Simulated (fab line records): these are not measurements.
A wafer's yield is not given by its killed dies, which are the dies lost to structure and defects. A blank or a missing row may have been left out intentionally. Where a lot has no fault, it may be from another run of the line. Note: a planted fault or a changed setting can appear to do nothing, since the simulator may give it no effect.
Matching of chambers -- flow berkeley cmos170 -- UCB170_SPACER_CVD_00 on pecvd-02: 3 sister chambers
The step deposits SiO2 from TEOS/O2, target thk 376 nm, time 47 s. 6 wafers are shown with their chamber, then 8 later ones without.

== WAFERS PAIRED WITH THEIR CHAMBERS ==
wafer,chamber,heater power w (W)
L564.3,2,262
L569.5,0,225
L574.2,1,257
L574.4,1,276
L574.6,2,254
L578.1,0,283

== WAFERS WITHOUT THEIR CHAMBER ==
wafer,heater power w (W)
L578.4,293
L578.5,346
L581.2,245
L581.3,314
L581.4,317
L584.3,279
L584.5,292
L584.6,251

== THE CHAMBER EACH PASSED THROUGH ==
wafer,from the rows above,in truth
L578.4,can't be placed: 1 or 2 or 0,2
L578.5,can't be placed: 1 or 2 or 0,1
L581.2,can't be placed: 0 or 2 or 1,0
L581.3,can't be placed: 1 or 2 or 0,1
L581.4,can't be placed: 1 or 2 or 0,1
L584.3,can't be placed: 1 or 2 or 0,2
L584.5,can't be placed: 1 or 2 or 0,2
L584.6,can't be placed: 0 or 2 or 1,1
Correctly placed: 0 of 8. Unplaceable from these rows: 8, with the true chamber sitting among the candidates in 8. Placed wrongly: 0.
How it was worked out, from the rows above alone: a wafer's distance from a chamber is the root of the sum, over the readings, of the square of ((its reading less the chamber's mean) divided by the reading's scatter). If the next closest chamber is less than 2 further off than the closest, the wafer can't be placed; otherwise it belongs to the closest. The mean given for a chamber averages the wafers shown for that chamber. The scatter: the root of (the sum of the squares of (reading less its chamber's mean) over the shown wafers, divided by (wafers less chambers)).
